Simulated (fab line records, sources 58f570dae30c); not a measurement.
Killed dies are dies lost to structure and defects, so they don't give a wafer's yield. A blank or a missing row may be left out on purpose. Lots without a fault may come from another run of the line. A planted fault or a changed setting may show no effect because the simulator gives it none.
Which tool did it? | flow berkeley_cmos170 | 15 lots, 45 wafers sampled, at 1 step of a route of 331

WHAT THE GAUGES READ, wafer by wafer
UCB170_PWELL_TW_MEAS_17.
lot  | measured    | on            | PWELL_TW
L472 | day 2 23:05 | film_metro-04 | 380.4 382.0 381.7
L474 | day 3 13:38 | film_metro-03 | 382.2 385.0 385.2
L473 | day 3 13:38 | film_metro-04 | 380.6 380.0 381.4
L476 | day 3 20:45 | film_metro-04 | 381.9 381.8 381.5
L477 | day 4 06:56 | film_metro-01 | 380.0 381.4 382.8
L478 | day 4 10:40 | film_metro-04 | 383.5 383.0 382.1
L481 | day 4 21:44 | film_metro-01 | 384.6 381.7 381.9
L482 | day 4 22:20 | film_metro-04 | 383.4 382.3 385.0
L484 | day 5 08:58 | film_metro-01 | 387.5 388.2 389.4
L483 | day 5 09:11 | film_metro-03 | 383.9 381.1 381.7
L485 | day 5 15:36 | film_metro-03 | 384.1 382.4 384.2
L488 | day 6 12:04 | film_metro-01 | 387.7 385.8 387.2
L492 | day 7 05:46 | film_metro-03 | 383.0 385.3 385.5
L491 | day 7 05:55 | film_metro-01 | 387.5 385.9 387.8
L495 | day 7 21:32 | film_metro-04 | 382.2 382.0 379.2

WHICH TOOL RAN EACH LOT (tool, then ch and the chambers of the sampled wafers, then the start)
The record holds no process step before these readings.

WHAT THE TOOLS THEMSELVES READ (means of the sampled wafers that have a number; where no wafer has one, the mark that the record gives instead)
The record holds no such reading with a usual standard deviation.

THE ANSWER, worked out from the rows above alone
Rule: what is usual is taken from the lots themselves. Put in order of their means at a reading, lots are off if they are a third of the lots or fewer, leave a main group of 4 or more, and stand apart from it by a gap of 3 or more times the standard deviation of the main group's means; of several such gaps the widest counts. A main group whose means are all the same, to the digits that the tables above print for the reading, isn't used. A lot without any number at a reading at which 4 lots or more have one is off too. The other lots that the step has rows for count as sound. The gauges are gone through in route order, then the tools' own readings, and for those a lot's mean is taken as printed above. The first step at which some lot is off is used, and at that step the reading that is off furthest; a lot without a number counts as furthest.
No lot is off at any reading shown: from this, nothing can be told.

WHAT THE SIMULATOR HAD PUT IN
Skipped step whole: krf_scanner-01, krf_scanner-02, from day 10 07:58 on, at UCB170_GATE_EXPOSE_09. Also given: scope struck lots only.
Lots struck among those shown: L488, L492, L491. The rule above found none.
